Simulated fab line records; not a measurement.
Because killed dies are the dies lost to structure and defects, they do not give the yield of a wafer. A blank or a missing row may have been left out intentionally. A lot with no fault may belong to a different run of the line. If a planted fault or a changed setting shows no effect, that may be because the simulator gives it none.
A struck lot beside a sound one :: flow rit-cmos :: 44 steps out of a route of 202
Sound: the wafers L205.2, L205.3, L205.5. The struck wafers were L215.1, L215.2, L215.4. The cause is given at the end.
At each step with rows: each side's tool, then ch and its chambers, then its first start. Under that, the readings that differ: sound wafers :: struck wafers :: difference of the means :: sigmas: that difference in standard deviations of wafers without a fault.
alike: readings whose means differ by less than 2 such deviations, and words and numbers that are the same on both sides. not compared: withheld readings, readings that some wafer has no value for, bounds like >300 that may hide the same value, and numbers for which the record gives no deviation and whose values overlap.
A row with sigmas, a row that says differs or no value, or rows on one side alone: a step with any of these is where the two part. Numbers that have no deviation but don't overlap get no sigmas and don't part them. A reading that every wafer of one side lacks parts them only if that side has two wafers or more.

first, 2 steps without rows for these wafers: RIT_NLDD_HARDBAKE_07 (time 60 s); RIT_NLDD_IMPLANT_08.
RIT_NLDD_STRIP_09: strips in O2, time 180 s.
  sound on plasma-asher-03 ch 1, day 3 20:41; struck on plasma-asher-03 ch 0,1, day 6 00:44
  alike: chamber-pressure-mTorr, drypump-motor-current-A, rf-refl-power-W
  not compared: rf-hours-counter-h
RIT_NLDD_TW_MEAS_10:
  struck on film-metro-04, day 6 00:54; sound on film-metro-01, day 3 20:53
  alike: NLDD_TW
then, 6 steps without rows for these wafers: RIT_PLDD_HMDS_00 (prime time 60 s); RIT_PLDD_COAT_01 (resist thk 1000 nm); RIT_PLDD_SOFTBAKE_02 (time 60 s); RIT_PLDD_EXPOSE_03 (exposes mask M8, target cd 40900 nm); RIT_PLDD_PEB_04; RIT_PLDD_DEVELOP_05 (develop time 50 s).
RIT_PLDD_OVL_MEAS_06:
  struck on overlay-02, day 6 01:56; sound on overlay-02, day 3 21:55
  alike: PLDD_OVL
then, 1 step without rows for these wafers: RIT_PLDD_HARDBAKE_07 (time 60 s).
RIT_PLDD_IMPLANT_08:
  sound on implanter-03 ch 0, day 3 22:07; struck on implanter-01 ch 0, day 6 02:08
reading: beam-energy-keV
sound: 19.994 19.993 19.995
struck: 17.993 18.015 17.991
difference: -1.994
sigmas: -99 or more

reading: model.implant.rp-nm (nm)
sound: 17.18 17.18 17.18
struck: 15.76 15.76 15.76
difference: -1.42
sigmas: 

reading: model.implant.drp-nm (nm)
sound: 9.752 9.752 9.752
struck: 9.055 9.055 9.055
difference: -0.697
sigmas: 
  alike: faraday-current-uA
RIT_PLDD_STRIP_09: strips in O2, time 180 s.
  sound on plasma-asher-02 ch 0,1, day 3 22:14; struck on plasma-asher-03 ch 0,1, day 6 02:17
  alike: chamber-pressure-mTorr, drypump-motor-current-A, rf-refl-power-W
  not compared: rf-hours-counter-h
RIT_PLDD_TW_MEAS_10:
  struck on film-metro-01, day 6 02:27; sound on film-metro-04, day 3 22:26
  alike: PLDD_TW
then, 4 steps without rows for these wafers: RIT_SPACER_CLEAN_00 (cleans in SC1, time 600 s); RIT_SPACER_CLEAN_01 (cleans in dHF, time 30 s); RIT_SPACER_CLEAN_02 (cleans in SC2, time 600 s); RIT_SPACER_CVD_03 (deposits Si3N4 from SiH2Cl2/NH3, target thk 250 nm, time 3300 s).
RIT_SPACER_THK_MEAS_04:
  struck on film-metro-03, day 6 04:47; sound on film-metro-04, day 4 01:11
  alike: SPACER_NITRIDE_THK
RIT_SPACER_ETCHBACK_05: etches Si3N4 in SF6/CHF3, stops on SiO2, target depth 250 nm, time 240 s.
  sound on rie-diel-04 ch 0,2, day 4 01:14; struck on rie-diel-03 ch 0,2,3, day 6 04:51
  alike: chamber-pressure-mTorr, drypump-motor-current-A, oes-product-au, rf-fwd-power-W, throttle-valve-pct
  not compared: rf-hours-counter-h
then, 6 steps without rows for these wafers: RIT_NSD_HMDS_00 (prime time 60 s); RIT_NSD_COAT_01 (resist thk 1000 nm); RIT_NSD_SOFTBAKE_02 (time 60 s); RIT_NSD_EXPOSE_03 (exposes mask M9, target cd 40700 nm); RIT_NSD_PEB_04; RIT_NSD_DEVELOP_05 (develop time 50 s).
RIT_NSD_OVL_MEAS_06:
  struck on overlay-01, day 6 05:59; sound on overlay-02, day 4 02:39
  alike: NSD_OVL
then, 2 steps without rows for these wafers: RIT_NSD_HARDBAKE_07 (time 60 s); RIT_NSD_IMPLANT_08.
RIT_NSD_STRIP_09: strips in O2, time 180 s.
  sound on plasma-asher-01 ch 0,1, day 4 02:59; struck on plasma-asher-01 ch 0,1, day 6 06:19
  alike: chamber-pressure-mTorr, drypump-motor-current-A, rf-refl-power-W
  not compared: rf-hours-counter-h
RIT_NSD_TW_MEAS_10:
  struck on film-metro-01, day 6 06:29; sound on film-metro-02, day 4 03:10
  alike: NSD_TW
then, 6 steps without rows for these wafers: RIT_PSD_HMDS_00 (prime time 60 s); RIT_PSD_COAT_01 (resist thk 1000 nm); RIT_PSD_SOFTBAKE_02 (time 60 s); RIT_PSD_EXPOSE_03 (exposes mask M10, target cd 40900 nm); RIT_PSD_PEB_04; RIT_PSD_DEVELOP_05 (develop time 50 s).
RIT_PSD_OVL_MEAS_06:
  struck on overlay-01, day 6 07:24; sound on overlay-02, day 4 04:33
  alike: PSD_OVL
then, 2 steps without rows for these wafers: RIT_PSD_HARDBAKE_07 (time 60 s); RIT_PSD_IMPLANT_08.
RIT_PSD_STRIP_09: strips in O2, time 180 s.
  sound on plasma-asher-02 ch 0,1, day 4 04:53; struck on plasma-asher-01 ch 0,1, day 6 07:44
  alike: chamber-pressure-mTorr, drypump-motor-current-A, rf-refl-power-W
  not compared: rf-hours-counter-h
RIT_SDANNEAL_RS_MEAS_06: measurement is done with a four-point probe.
  struck on film-metro-04, day 6 08:38; sound on film-metro-02, day 4 05:48
reading: PLDD_RS (ohm/sq)
sound: 179.2 178.9 178.6
struck: 185.1 185.1 185.3
difference: +6.3
sigmas: +15
RIT_M1_PROBE_99:
  struck on prober-02, day 6 16:01; sound on prober-02, day 4 14:16
reading: model.etest.pmos-turned.r-on-ohm-um
sound: 3304 3202 3272
struck: 3575 3722 3771
difference: +430
sigmas: 

reading: model.etest.pmos_0p3.r-on-ohm-um
sound: 6037 6016 6027
struck: 6474 6494 6508
difference: +465
sigmas: 

reading: model.etest.pmos_0p15.r-on-ohm-um
sound: 2672 2631 2636
struck: 2878 2942 3016
difference: +299
sigmas: 

reading: model.etest.pldd.rs-ohm-sq
sound: 477.9 476 468.9
struck: 577.9 626 616.2
difference: +132.4
sigmas: 

reading: model.etest.pldd.line-ohm-um
sound: 153.8 149.4 148.1
struck: 180.5 196.8 191.5
difference: +39.2
sigmas: 

reading: model.etest.pmos-turned.drive-ua-um
sound: 203.2 204.3 204.5
struck: 182.6 168.4 169.9
difference: -30.4
sigmas: 

reading: model.etest.pmos_0p15.drive-ua-um
sound: 265.9 270.4 268.6
struck: 246.5 235.7 236.8
difference: -28.6
sigmas: 

reading: model.etest.retro-edge-pmos.off-log10-a-um
sound: -10.13 -10 -10.06
struck: -10.42 -10.73 -10.79
difference: -0.58
sigmas: 
  alike: killed_at_M0_to_M3, killed-at-contacts, killed-at-front-end, killed-dies, killed-open, killed-short

WHERE THEY PART
Earliest at RIT_PLDD_IMPLANT_08; latest, in this record, at RIT_SDANNEAL_RS_MEAS_06. Later steps at which nothing parts them and some readings are alike: RIT_M1_PROBE_99.

WHY: what had been put in by the simulator
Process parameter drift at RIT_PLDD_IMPLANT_08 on implanter-01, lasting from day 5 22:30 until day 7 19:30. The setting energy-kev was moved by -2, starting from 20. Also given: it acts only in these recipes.
